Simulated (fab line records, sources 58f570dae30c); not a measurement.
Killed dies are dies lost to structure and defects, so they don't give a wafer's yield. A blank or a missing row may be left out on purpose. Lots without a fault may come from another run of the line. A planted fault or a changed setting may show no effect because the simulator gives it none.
Which tool did it? | flow berkeley_cmos170 | 13 lots, 39 wafers sampled, at 2 steps of a route of 331

WHAT THE GAUGES READ, wafer by wafer
UCB170_V1_THK_MEAS_01.
lot  | measured     | on            | V1_TEOS_THK (nm)
L868 | day 8 02:26  | film_metro-03 | 1953 1976 1994
L872 | day 8 16:58  | film_metro-01 | 1967 1991 2033
L874 | day 9 06:43  | film_metro-01 | 1964 2008 1987
L873 | day 9 08:03  | film_metro-03 | 1984 1987 2021
L875 | day 9 11:58  | film_metro-01 | 1957 1929 1980
L878 | day 10 10:13 | film_metro-01 | 2054 1982 2020
L877 | day 10 08:44 | film_metro-01 | 1986 1950 1980
L879 | day 10 18:14 | film_metro-01 | 1996 2040 2027
L883 | day 11 12:08 | film_metro-03 | 1999 2042 2039
L884 | day 11 07:01 | film_metro-01 | 1957 2025 2002
L887 | day 11 23:55 | film_metro-03 | 1975 1936 2009
L889 | day 12 20:56 | film_metro-04 | 1991 2015 1973
L891 | day 12 18:16 | film_metro-04 | 1976 2021 2023

WHICH TOOL RAN EACH LOT (tool, then ch and the chambers of the sampled wafers, then the start)
lot  | UCB170_WELLDRIVE_CLEAN_00
L868 | wet_bench-02 ch 1, day 3 10:56
L872 | wet_bench-01 ch 1, day 4 05:11
L874 | wet_bench-01 ch 1, day 4 13:11
L873 | wet_bench-04 ch 2, day 4 13:45
L875 | wet_bench-04 ch 1, day 4 22:44
L878 | wet_bench-02 ch 3, day 5 11:24
L877 | wet_bench-04 ch 1, day 5 11:30
L879 | wet_bench-04 ch 0, day 5 19:02
L883 | wet_bench-04 ch 0, day 6 17:11
L884 | wet_bench-04 ch 1, day 6 17:11
L887 | wet_bench-01 ch 2, day 7 18:25
L889 | wet_bench-04 ch 1, day 8 07:14
L891 | wet_bench-01 ch 2, day 8 11:13
- UCB170_WELLDRIVE_CLEAN_00: cleans in SPM, time 600 s.

WHAT THE TOOLS THEMSELVES READ (means of the sampled wafers that have a number; where no wafer has one, the mark that the record gives instead)
The record holds no such reading with a usual standard deviation.

THE ANSWER, worked out from the rows above alone
Rule: what is usual is taken from the lots themselves. Put in order of their means at a reading, lots are off if they are a third of the lots or fewer, leave a main group of 4 or more, and stand apart from it by a gap of 3 or more times the standard deviation of the main group's means; of several such gaps the widest counts. A main group whose means are all the same, to the digits that the tables above print for the reading, isn't used. A lot without any number at a reading at which 4 lots or more have one is off too. The other lots that the step has rows for count as sound. The gauges are gone through in route order, then the tools' own readings, and for those a lot's mean is taken as printed above. The first step at which some lot is off is used, and at that step the reading that is off furthest; a lot without a number counts as furthest.
No lot is off at any reading shown: from this, nothing can be told.

WHAT THE SIMULATOR HAD PUT IN
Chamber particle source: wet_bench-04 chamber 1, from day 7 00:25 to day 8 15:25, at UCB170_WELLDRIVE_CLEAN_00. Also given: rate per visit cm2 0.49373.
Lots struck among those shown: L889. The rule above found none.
